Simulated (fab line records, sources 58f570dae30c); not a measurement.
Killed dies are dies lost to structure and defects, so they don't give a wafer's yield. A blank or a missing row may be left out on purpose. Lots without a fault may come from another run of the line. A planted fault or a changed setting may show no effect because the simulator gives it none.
Which tool did it? | flow berkeley_cmos170 | 15 lots, 45 wafers sampled, at 2 steps of a route of 331

WHAT THE GAUGES READ, wafer by wafer
UCB170_M1_CD_MEAS_09: target cd 700 nm.
lot  | measured     | on        | cd_nm (nm)
L246 | day 8 19:13  | cd_sem-01 | 699.1 699.8 700.2
L245 | day 8 19:21  | cd_sem-02 | 699.7 699.2 700.8
L247 | day 9 01:35  | cd_sem-02 | 702.5 702.3 702.2
L248 | day 9 09:04  | cd_sem-01 | 698.9 701.3 699.7
L250 | day 9 09:16  | cd_sem-02 | 699.2 699.8 699.6
L251 | day 9 11:01  | cd_sem-02 | 699.4 700.2 701.4
L252 | day 9 22:00  | cd_sem-02 | 700.2 700.6 702.2
L253 | day 10 01:17 | cd_sem-02 | 697.8 698.1 697.0
L254 | day 10 01:32 | cd_sem-01 | 700.1 701.4 700.5
L257 | day 10 22:38 | cd_sem-01 | 700.8 700.0 699.8
L260 | day 11 07:20 | cd_sem-02 | 697.7 698.7 698.8
L259 | day 11 07:35 | cd_sem-02 | 700.8 700.8 701.1
L265 | day 12 02:04 | cd_sem-02 | 700.1 699.9 699.8
L266 | day 13 01:19 | cd_sem-01 | 700.7 699.9 699.8
L267 | day 13 11:02 | cd_sem-02 | 702.1 699.1 698.9

UCB170_V1_BOW_MEAS_03.
lot  | measured     | on            | V1_BOW (um)
L246 | day 8 21:37  | film_metro-03 | 32 19 22
L245 | day 8 22:57  | film_metro-04 | 13 20 12
L247 | day 9 03:59  | film_metro-01 | 9 13 20
L248 | day 9 11:28  | film_metro-01 | 20 12 10
L250 | day 9 12:44  | film_metro-01 | 14 21 19
L251 | day 9 14:08  | film_metro-04 | 13 21 19
L252 | day 10 00:32 | film_metro-03 | 18 -1 16
L253 | day 10 03:49 | film_metro-01 | 11 24 15
L254 | day 10 05:07 | film_metro-03 | 14 22 15
L257 | day 11 02:10 | film_metro-03 | 22 6 21
L260 | day 11 09:47 | film_metro-04 | 9 25 13
L259 | day 11 11:07 | film_metro-01 | 25 29 17
L265 | day 12 05:10 | film_metro-04 | 10 18 25
L266 | day 13 03:43 | film_metro-01 | 10 33 3
L267 | day 13 14:25 | film_metro-01 | 28 27 17

WHICH TOOL RAN EACH LOT (tool, then ch and the chambers of the sampled wafers, then the start)
The record holds no process step before these readings.

WHAT THE TOOLS THEMSELVES READ (means of the sampled wafers that have a number; where no wafer has one, the mark that the record gives instead)
The record holds no such reading with a usual standard deviation.

THE ANSWER, worked out from the rows above alone
Rule: what is usual is taken from the lots themselves. Put in order of their means at a reading, lots are off if they are a third of the lots or fewer, leave a main group of 4 or more, and stand apart from it by a gap of 3 or more times the standard deviation of the main group's means; of several such gaps the widest counts. A main group whose means are all the same, to the digits that the tables above print for the reading, isn't used. A lot without any number at a reading at which 4 lots or more have one is off too. The other lots that the step has rows for count as sound. The gauges are gone through in route order, then the tools' own readings, and for those a lot's mean is taken as printed above. The first step at which some lot is off is used, and at that step the reading that is off furthest; a lot without a number counts as furthest.
No lot is off at any reading shown: from this, nothing can be told.

WHAT THE SIMULATOR HAD PUT IN
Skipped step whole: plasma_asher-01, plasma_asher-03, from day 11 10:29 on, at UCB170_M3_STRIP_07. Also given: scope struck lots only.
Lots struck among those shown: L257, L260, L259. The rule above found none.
